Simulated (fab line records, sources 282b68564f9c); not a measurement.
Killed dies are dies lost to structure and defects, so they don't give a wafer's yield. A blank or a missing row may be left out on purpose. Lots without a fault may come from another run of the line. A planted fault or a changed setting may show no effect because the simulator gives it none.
Problem report in the 8D (eight disciplines) form, filled by code | flow rit_cmos | the parts of the form that need people (team, actions taken, sign-off) are left out

1. THE PROBLEM
cd_nm at RIT_GATE_CD_MEAS_16 reads a mean of 78.3 nm on 9 wafers of 3 lots; wafers without a fault read 148.9 nm with a standard deviation of 2.4. That is -29 standard deviations from the usual mean.
The step: target cd 150 nm.
First seen on wafer L206.3, day 2 22:05, on cd_sem-02. The record holds 45 wafers of 15 lots with a number at this step. Rule for "out", or "out of limits": more than 4 standard deviations from the usual mean. The other wafers with a number count as sound.

2. WHAT IT IS AND WHAT IT IS NOT
question                    | is                     | is not
which readings at this step | cd_nm                  | -
which lots                  | L206, L207, L209       | L204, L205, L216, L217, L219, L220, L222, L223, L224, L225, L226, L227
which wafers of those lots  | all that have a number | -
read on which gauges        | cd_sem-01, cd_sem-02   | -
when                        | from day 2 22:05       | up to then (6 sound wafers); but 30 sound wafers of L216, L217, L219, L220, L222, L223, L224, L225, L226, L227 came after

3. SUSPECTS, AND WHAT RULES EACH OUT
Counting: a tool at a process step up to the reading stays a suspect if it ran every lot that is out and no sound lot after the first of them.
- the gauge at RIT_GATE_CD_MEAS_16: ruled out. The wafers that are out were read on 2 gauges (cd_sem-01, cd_sem-02).
- plasma_asher-01 at RIT_NWELL_STRIP_09 (strips in O2, time 180 s): ruled out as a lasting fault. Sound lots L217, L220, L225, L227 ran on it after its first lot that is out, L206 (day 2 06:54).
- litho_track-04 at RIT_GATE_COAT_11 (resist thk 850 nm): ruled out as a lasting fault. Sound lots L225, L226 ran on it after its first lot that is out, L206 (day 2 21:17).
Left after counting: nothing in the record.

4. THE CAUSE (what the simulator had put in)
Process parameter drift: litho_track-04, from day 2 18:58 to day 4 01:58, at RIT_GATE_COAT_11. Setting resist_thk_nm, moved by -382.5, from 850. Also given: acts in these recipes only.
Counting ruled it out, wrongly: the rule takes a fault to strike every lot that its tool runs from its start on, and this one did not.

5. THE CHAIN OF EFFECTS, in route order
Each row: a reading whose mean over the struck wafers that have a number lies more than 3 standard deviations from the usual. Only readings for which the record gives a usual standard deviation are gone through. hours: the time from each lot's start at the first step in this table that gives one to its start at this step, as a median over the lots. sigmas: the change in usual standard deviations.
hours | step                | reading | usual    | on struck wafers | change | sigmas
0     | RIT_GATE_CD_MEAS_16 | cd_nm   | 148.9 nm | 78.3             | -70.6  | -29

6. WHAT WOULD HAVE CAUGHT IT SOONER
In this record the first reading out of limits at a measuring or inspecting step was taken at day 2 22:05, 3 hours after the fault began at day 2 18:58.
Of the tool readings at RIT_GATE_COAT_11 for which the record gives a usual standard deviation, none was out on any struck wafer, so an alarm limit of 4 standard deviations on them would not have fired.
